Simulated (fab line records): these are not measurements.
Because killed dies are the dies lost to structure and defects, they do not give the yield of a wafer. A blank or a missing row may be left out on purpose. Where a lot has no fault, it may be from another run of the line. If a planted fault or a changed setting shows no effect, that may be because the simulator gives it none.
fab line records    flow ritCmos
[record] lots = 6  wafers = 18  lastDay = 7
route steps=202 shown NWELL@35 PWELL@39 WELLDRIVE@50 NRETRO@53 M1@202
lots untouched by any fault: they come from a run of this same line in which no faults occurred
startH: the number of hours between the record's first day and the start of the first shown wafer of the lot    waitH: hours since the lot's step before    " the same as in the row above    L1.1+2: several wafers, shown together as one row    - value missing, or start not given    * or withheld: withheld    < > ~ a bound
route shown NAME@n: names a module that has steps shown in the file, with the first one's number in the route    usual: mean/standard deviation taken from wafers without a fault    same: alike in all rows    chamber/n: place in a boat    sites: readings site by site    _std_site: the values' standard deviation    _edge_site: the outer-site mean with the inner-site mean subtracted    radiusMm: how far each site lies from the wafer's centre    mask NAME#n: copy n    behind: the most recent tool/chamber to have shaped the wafer    hold: the reason the lot was held/the length of the hold in hours/how it ended    device: the n, p or np transistor that did not switch    end of line: at the end of the route, the tests of the same wafers    a step given without rows: its recipe and nothing more    killed: dies lost to structure and defects at the first sort, not the wafer's yield    map: a wafer's dies, marking killed ones x, the rest . and places with no die _
set.NAME: the setting that was run; set.NAME@STEP: the one run at that earlier step    model.NAME: the simulator's own value behind a step, which no gauge read
lots at some steps of the route; a table a step, a row a wafer
services: the hour from which a tool's chamber was out of use, counted from the record's first day as startH (under 0 if before that day), plus the number of hours and why
[[steps]]
[step RIT_NWELL_HARDBAKE_07]
[recipe] resist = NOVOLAK  tempC = 140  timeS = 120
[step RIT_NWELL_IMPLANT_08]
[recipe] species = P  energyKev = 171  doseCm2 = 5e+13  tiltDeg = 7
[step RIT_NWELL_STRIP_09]
[recipe] chemistry = O2  timeS = 180  resist = NOVOLAK  platenTempC = withheld  powerW = 500  pressureMtorr = 4000  o2FlowSccm = 4000
[usual] drypumpMotorCurrentA = 6.08/0.2
lot.wafer  tool            chamber  startH  waitH  drypumpMotorCurrentA  rfHoursCounterH
L442.1     plasmaAsher-04  1        37.11   0.1    6.43                  35
L442.2     "               0        "       "      6.07                  35
L442.6     "               1        "       "      6.41                  -
L445.1     plasmaAsher-04  0        52.48   0.1    6.01                  37
L445.3     "               1        "       "      6.37                  -
L445.5     "               1        "       "      6.41                  -
L457.1     plasmaAsher-04  1        111.69  0.1    6.37                  44
L457.3     "               0        "       "      6.02                  -
L457.6     "               0        "       "      6.05                  -
L459.2     plasmaAsher-04  0        128.58  0.1    6.06                  46
L459.3     "               1        "       "      6.42                  -
L459.6     "               0        "       "      6.00                  -
L460.1     plasmaAsher-03  1        131.11  0.1    5.97                  36
L460.5     "               0        "       "      6.14                  -
L460.6     "               1        "       "      5.97                  -
L461.2     plasmaAsher-02  0        131.45  0.1    6.04                  1
L461.3     "               0        "       "      6.02                  -
L461.4     "               1        "       "      5.71                  -
[step RIT_NWELL_TW_MEAS_10]
[usual] NWELL_TW = 2149/34
lot.wafer  tool          chamber  startH  waitH  NWELL_TW
L442.1     filmMetro-01  -        37.29   0.1    2107
L442.2     "             -        "       "      2111
L442.6     "             -        "       "      2113
L445.1     filmMetro-03  -        52.66   0.1    2193
L445.3     "             -        "       "      2181
L445.5     "             -        "       "      2192
L457.1     filmMetro-01  -        111.87  0.1    2100
L457.3     "             -        "       "      2106
L457.6     "             -        "       "      2101
L459.2     filmMetro-01  -        128.77  0.1    2108
L459.3     "             -        "       "      2110
L459.6     "             -        "       "      2111
L460.1     filmMetro-01  -        131.29  0.1    2114
L460.5     "             -        "       "      2117
L460.6     "             -        "       "      2112
L461.2     filmMetro-01  -        131.64  0.1    2102
L461.3     "             -        "       "      2112
L461.4     "             -        "       "      2115
[step RIT_PWELL_HMDS_00]
[recipe] primeTimeS = 60  primeTempC = 140
[step RIT_PWELL_COAT_01]
[recipe] resist = NOVOLAK  spinRpm = 2000  resistThkNm = 1300
[step RIT_PWELL_SOFTBAKE_02]
[recipe] resist = NOVOLAK  tempC = 90  timeS = 59.02
[step RIT_PWELL_EXPOSE_03]
[recipe] maskId = M3  na = 0.57  targetCdNm = 43700  doseMj = 250
[step RIT_PWELL_PEB_04]
[recipe] resist = NOVOLAK  tempC = withheld  timeS = withheld
[step RIT_PWELL_DEVELOP_05]
[recipe] resist = NOVOLAK  developTimeS = 68  devTempC = 23
[step RIT_PWELL_OVL_MEAS_06]
[usual] PWELL_OVL = -0.1/1.6
lot.wafer  tool        chamber  startH  waitH  PWELL_OVL[nm]
L442.1     overlay-01  -        38.35   -      2.2
L442.2     "           -        "       "      -0.7
L442.6     "           -        "       "      0.8
L445.1     overlay-02  -        53.64   -      4.0
L445.3     "           -        "       "      2.4
L445.5     "           -        "       "      1.3
L457.1     overlay-01  -        112.81  -      -0.3
L457.3     "           -        "       "      -0.8
L457.6     "           -        "       "      -1.8
L459.2     overlay-02  -        129.70  -      0.9
L459.3     "           -        "       "      1.8
L459.6     "           -        "       "      0.2
L460.1     overlay-01  -        132.36  -      1.8
L460.5     "           -        "       "      -1.9
L460.6     "           -        "       "      -1.7
L461.2     overlay-02  -        132.68  -      1.1
L461.3     "           -        "       "      0.0
L461.4     "           -        "       "      0.3
[step RIT_PWELL_HARDBAKE_07]
[recipe] resist = NOVOLAK  tempC = 140  timeS = 120
[step RIT_PWELL_IMPLANT_08]
[recipe] species = B  energyKev = 170  doseCm2 = 7e+13  tiltDeg = 7
[usual] doseIonsCm2 = 7e+13/6.7e+10  faradayCurrentUA = 223/4.7
lot.wafer  tool          chamber  startH  waitH  doseIonsCm2  faradayCurrentUA
L442.1     implanter-03  0        38.64   0.2    6.999e+13    227
L442.2     "             0        "       "      7.008e+13    221
L442.6     "             0        "       "      6.999e+13    227
L445.1     implanter-04  0        53.93   0.2    6.989e+13    223
L445.3     "             0        "       "      6.994e+13    225
L445.5     "             0        "       "      6.994e+13    229
L457.1     implanter-04  0        113.09  0.2    1.029e+14    330
L457.3     "             0        "       "      1.0297e+14   325
L457.6     "             0        "       "      1.0294e+14   318
L459.2     implanter-04  0        130.01  0.2    1.0302e+14   328
L459.3     "             0        "       "      1.0306e+14   334
L459.6     "             0        "       "      1.0298e+14   326
L460.1     implanter-03  0        132.80  0.2    7.002e+13    224
L460.5     "             0        "       "      6.998e+13    224
L460.6     "             0        "       "      7.002e+13    220
L461.2     implanter-01  0        133.07  0.2    6.998e+13    228
L461.3     "             0        "       "      6.996e+13    223
L461.4     "             0        "       "      6.999e+13    220
[step RIT_PWELL_STRIP_09]
[recipe] chemistry = O2  timeS = 180  resist = NOVOLAK  platenTempC = withheld  powerW = 500  pressureMtorr = 4000  o2FlowSccm = 4000
[usual] drypumpMotorCurrentA = 6.00/0.29
lot.wafer  tool            chamber  startH  waitH  drypumpMotorCurrentA  rfHoursCounterH
L442.1     plasmaAsher-04  1        38.79   0.1    6.45                  36
L442.2     "               0        "       "      6.01                  36
L442.6     "               1        "       "      6.46                  -
L445.1     plasmaAsher-01  0        54.08   0.1    5.65                  42
L445.3     "               0        "       "      5.66                  -
L445.5     "               1        "       "      5.66                  -
L457.1     plasmaAsher-04  1        113.24  0.1    6.42                  45
L457.3     "               0        "       "      6.08                  -
L457.6     "               0        "       "      6.05                  -
L459.2     plasmaAsher-02  1        130.13  0.1    5.72                  1
L459.3     "               1        "       "      5.71                  -
L459.6     "               1        "       "      5.70                  -
L460.1     plasmaAsher-01  1        132.95  0.1    5.66                  48
L460.5     "               0        "       "      5.64                  -
L460.6     "               1        "       "      5.68                  -
L461.2     plasmaAsher-04  1        133.20  0.1    6.36                  47
L461.3     "               1        "       "      6.39                  -
L461.4     "               0        "       "      6.06                  -
[step RIT_PWELL_TW_MEAS_10]
[usual] PWELL_TW = 954/15
lot.wafer  tool          chamber  startH  waitH  PWELL_TW
L442.1     filmMetro-03  -        38.96   0.1    968
L442.2     "             -        "       "      971
L442.6     "             -        "       "      974
L445.1     filmMetro-03  -        54.26   0.1    970
L445.3     "             -        "       "      964
L445.5     "             -        "       "      977
L457.1     filmMetro-01  -        113.42  0.1    1051
L457.3     "             -        "       "      1056
L457.6     "             -        "       "      1053
L459.2     filmMetro-04  -        130.32  0.1    1085
L459.3     "             -        "       "      1089
L459.6     "             -        "       "      1088
L460.1     filmMetro-03  -        133.12  0.1    965
L460.5     "             -        "       "      965
L460.6     "             -        "       "      970
L461.2     filmMetro-01  -        133.38  0.1    935
L461.3     "             -        "       "      941
L461.4     "             -        "       "      935
[step RIT_WELLDRIVE_ANNEAL_00]
[recipe] tempC = 1100  timeS = 14700  ambient = N2
[step RIT_WELLDRIVE_RS_MEAS_01]
[recipe] thkMeasGauge = four-point-probe
[usual] NWELL_RS = 275.5/0.84
lot.wafer  tool          chamber  startH  waitH  NWELL_RS[ohm/sq]
L442.1     filmMetro-03  -        44.52   0.0    276.4
L442.2     "             -        "       "      276.3
L442.6     "             -        "       "      276.4
L445.1     filmMetro-04  -        59.77   0.0    274.9
L445.3     "             -        "       "      275.6
L445.5     "             -        "       "      274.2
L457.1     filmMetro-03  -        122.15  0.0    275.8
L457.3     "             -        "       "      275.3
L457.6     "             -        "       "      275.9
L459.2     filmMetro-01  -        136.64  0.0    275.9
L459.3     "             -        "       "      275.5
L459.6     "             -        "       "      275.2
L460.1     filmMetro-01  -        138.45  0.0    274.7
L460.5     "             -        "       "      276.2
L460.6     "             -        "       "      275.3
L461.2     filmMetro-03  -        140.86  0.0    276.3
L461.3     "             -        "       "      275.9
L461.4     "             -        "       "      276.5
[step RIT_WELLDRIVE_RS_MEAS_02]
[recipe] thkMeasGauge = four-point-probe
[usual] PWELL_RS = 429.3/1.1
lot.wafer  tool          chamber  startH  waitH  PWELL_RS[ohm/sq]
L442.1     filmMetro-03  -        44.64   0.1    429.6
L442.2     "             -        "       "      429.9
L442.6     "             -        "       "      430.0
L445.1     filmMetro-04  -        59.89   0.1    427.6
L445.3     "             -        "       "      429.6
L445.5     "             -        "       "      428.8
L457.1     filmMetro-03  -        122.27  0.1    337.1
L457.3     "             -        "       "      337.7
L457.6     "             -        "       "      338.2
L459.2     filmMetro-01  -        136.76  0.1    337.8
L459.3     "             -        "       "      338.9
L459.6     "             -        "       "      338.5
L460.1     filmMetro-01  -        138.57  0.1    428.3
L460.5     "             -        "       "      427.7
L460.6     "             -        "       "      427.0
L461.2     filmMetro-03  -        140.98  0.1    430.0
L461.3     "             -        "       "      429.3
L461.4     "             -        "       "      429.5
[step RIT_NRETRO_HMDS_00]
[recipe] primeTimeS = 60  primeTempC = 140
[step RIT_M1_PROBE_99]
[usual] killedAtContacts = 0.0/0.2  killedAtFrontEnd = 6.6/2.8  killedDies = 6.6/2.8  killedOpen = 3.3/1.9  killedShort = 3.2/1.8
[same] grossDies = 264  killed_at_M0_to_M3 = 0  killed_at_M4_up = 0  killedAtBackSide = 0  killedAtOther = 0
lot.wafer  tool       chamber  startH  waitH  killedAtContacts  killedAtFrontEnd  killedDies  killedOpen  killedShort  model.etest.nmos_0p3.rOnOhmUm  model.etest.nmos_0p15.rOnOhmUm  model.etest.pwellPinched.rsOhmSq  model.etest.pwell.rsOhmSq  model.etest.nmosTurned.driveUaUm  model.etest.nmos_0p15.driveUaUm  model.etest.nmosNarrow.driveUaUm  model.etest.nmos_0p3.driveUaUm
L442.1     prober-01  -        75.09   0.1    0                 8                 8           2           6            2172                           1116                            455.5                             412.4                      331.9                             473.1                            226.4                             225.1
L442.2     prober-01  -        75.14   0.1    0                 4                 4           3           1            2176                           1116                            463.8                             414.9                      343.7                             483.2                            227.6                             223
L442.6     prober-01  -        75.34   0.2    0                 5                 5           4           1            2133                           1085                            455.2                             413.5                      329.8                             477.9                            225.1                             226.5
L445.1     prober-02  -        88.67   0.1    0                 9                 9           3           6            2176                           1143                            460.4                             413.9                      304.4                             474.1                            225.7                             229.2
L445.3     prober-02  -        88.77   0.2    0                 9                 9           4           5            2140                           1106                            459.2                             416.9                      319.7                             483.4                            227.5                             231.2
L445.5     prober-02  -        88.87   0.2    1                 5                 6           2           4            2107                           1103                            457                               413.2                      309.3                             487.3                            228.4                             234
L457.1     prober-02  -        152.71  0.1    0                 10                10          6           4            2522                           1325                            357.1                             322.3                      220.2                             372.9                            173.2                             173.8
L457.3     prober-02  -        152.81  0.2    0                 4                 4           1           3            2573                           1327                            357                               322.8                      227.5                             380                              174.6                             173.8
L457.6     prober-02  -        152.96  0.2    0                 7                 7           4           3            2581                           1313                            361.1                             324.1                      226.8                             371.7                            169.8                             168.5
L459.2     prober-02  -        167.69  0.1    0                 2                 2           1           1            2514                           1239                            359.6                             323.2                      252.6                             384.2                            161                               167.8
L459.3     prober-02  -        167.74  0.2    0                 4                 4           3           1            2474                           1229                            360.6                             324.2                      257.3                             404.5                            169.2                             176.3
L459.6     prober-02  -        167.89  0.2    0                 7                 7           3           4            2477                           1214                            356.4                             325                        255.4                             390.4                            164.8                             172
L460.1     prober-01  -        170.63  0.1    0                 12                12          5           6            2128                           1100                            466.1                             416.6                      338.4                             499.4                            224.8                             230.2
L460.5     prober-01  -        170.83  0.2    0                 12                12          6           6            2149                           1111                            456.8                             412.6                      334.8                             487.8                            223.1                             229
L460.6     prober-01  -        170.88  0.2    0                 9                 9           4           5            2170                           1113                            454.7                             413.3                      321.4                             473.1                            216.6                             219.6
L461.2     prober-02  -        174.80  0.1    0                 4                 4           2           2            2215                           1180                            462.1                             419.4                      316.3                             451.9                            220.7                             220.3
L461.3     prober-02  -        174.85  0.2    0                 8                 8           7           1            2190                           1169                            452.6                             409.1                      310                               449.5                            223.6                             223.2
L461.4     prober-02  -        174.90  0.2    0                 4                 4           2           2            2183                           1159                            456.4                             415.4                      317.9                             452.5                            222.6                             221.8
// killed by level:class
L442.1 GATE:geometricParticle:short=2 GATE:geometricParticle:open=2 ACTIVE:geometricParticle:short=1 FOX1:geometricParticle:short=1 REOX:geometricParticle:short=1 SPACER:geometricParticle:short=1
L442.2 FOX1:geometricParticle:open=1 GATE:geometricParticle:open=1 SPACER:geometricParticle:short=1 SILICIDE:geometricParticle:open=1
L442.6 SILICIDE:geometricParticle:open=2 GATE:geometricParticle:open=1 REOX:geometricParticle:open=1 SILICIDE:geometricParticle:short=1
L445.1 GATE:geometricParticle:short=5 SILICIDE:geometricParticle:open=2 GATE:geometricParticle:open=1 SPACER:geometricParticle:short=1
L445.3 SPACER:geometricParticle:open=3 FOX2:geometricParticle:short=2 REOX:geometricParticle:short=2 GATE:geometricParticle:open=1 SILICIDE:geometricParticle:short=1
L445.5 FOX2:geometricParticle:open=1 GATE:geometricParticle:short=1 SPACER:geometricParticle:short=1 SILICIDE:geometricParticle:short=1 SILICIDE:geometricParticle:open=1 CONTACT:geometricParticle:short=1
L457.1 GATE:geometricParticle:open=3 SILICIDE:geometricParticle:open=3 FOX1:geometricParticle:short=2 GATE:geometricParticle:short=2
L457.3 GATE:geometricParticle:short=3 FOX1:geometricParticle:open=1
L457.6 REOX:geometricParticle:short=2 SPACER:geometricParticle:open=2 FOX1:geometricParticle:open=1 FOX1:geometricParticle:short=1 GATE:geometricParticle:open=1
L459.2 FOX2:geometricParticle:short=1 SILICIDE:geometricParticle:open=1
L459.3 GATE:geometricParticle:open=3 FOX1:geometricParticle:short=1
L459.6 GATE:geometricParticle:short=2 REOX:geometricParticle:open=2 REOX:geometricParticle:short=1 SILICIDE:geometricParticle:open=1 SILICIDE:geometricParticle:short=1
L460.1 FOX1:geometricParticle:short=2 GATE:geometricParticle:short=2 GATE:geometricParticle:open=2 SPACER:geometricParticle:open=2 SILICIDE:geometricParticle:short=1 REOX:geometricParticle:open=1 SPACER:geometricParticle:short=1 NLDD:coatMicrobubblePrinted=1
L460.5 GATE:geometricParticle:short=4 GATE:geometricParticle:open=2 ACTIVE:geometricParticle:open=1 FOX1:geometricParticle:short=1 REOX:geometricParticle:open=1 SPACER:geometricParticle:open=1 SPACER:geometricParticle:short=1 SILICIDE:geometricParticle:open=1
L460.6 GATE:geometricParticle:open=3 GATE:geometricParticle:short=3 FOX1:geometricParticle:short=1 REOX:geometricParticle:open=1 SPACER:geometricParticle:short=1
L461.2 GATE:geometricParticle:open=2 GATE:geometricParticle:short=1 SILICIDE:geometricParticle:short=1
L461.3 GATE:geometricParticle:open=3 SILICIDE:geometricParticle:open=2 FOX1:geometricParticle:open=1 REOX:geometricParticle:open=1 REOX:geometricParticle:short=1
L461.4 FOX1:geometricParticle:short=1 GATE:geometricParticle:short=1 GATE:geometricParticle:open=1 SPACER:geometricParticle:open=1
[[services]]
tool            chamber  startH  hours  kind
implanter-01    -        19.88   58.4   repair
implanter-04    -        40.73   2.8    repair
plasmaAsher-02  -        47.67   6.0    repair
plasmaAsher-03  -        57.27   5.9    repair
plasmaAsher-02  -        77.79   6.2    repair
plasmaAsher-01  -        105.85  1.3    repair
plasmaAsher-01  -        108.39  19.9   repair
plasmaAsher-02  -        108.75  9.0    pm
plasmaAsher-02  0        108.75  9.0    ventCycle
plasmaAsher-02  1        108.75  9.0    ventCycle
implanter-03    -        111.90  3.0    pm
implanter-03    -        115.48  6.8    pm
plasmaAsher-02  0        117.75  -      clean
plasmaAsher-02  1        117.75  -      clean
[[key]]
[firstSign] step = RIT_PWELL_IMPLANT_08  reading = doseIonsCm2  direction = up  sigmas = 99+  usual = 7e+13  struck = 1.0298e+14
[effect] step = RIT_PWELL_IMPLANT_08  reading = faradayCurrentUA  direction = up  sigmas = 22  usual = 223  struck = 327
[effect] step = RIT_PWELL_TW_MEAS_10  reading = PWELL_TW  direction = up  sigmas = 8  usual = 954  struck = 1070
[effect] step = RIT_WELLDRIVE_RS_MEAS_02  reading = PWELL_RS  direction = down  sigmas = 84  usual = 429.3  struck = 338.0
[modelEffect] step = RIT_M1_PROBE_99  value = etest.nmos_0p3.rOnOhmUm  without = 2181  struck = 2523
metAt RIT_PWELL_IMPLANT_08
struckWafers L457.1,L457.3,L457.6,L459.2,L459.3,L459.6
testerLeftOut L457,L459
onsetBetween 53.93 113.09
[fault] kind = processParameterDrift  tool = implanter-04  chamber = -  onsetH = 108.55  steps = RIT_PWELL_IMPLANT_08  channel = doseCm2  offset = 3.2902e+13  shape = step  endH = 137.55  actsIn = theseRecipesOnly  stated = 7e+13
// testerLeftOut: of these lots the tester's yield and bins aren't shown, on N5 and GAA mostly nor the transistor test; their killed dies are dies lost to structure and defects alone, not to doping, threshold or leakage, so they don't give the yield
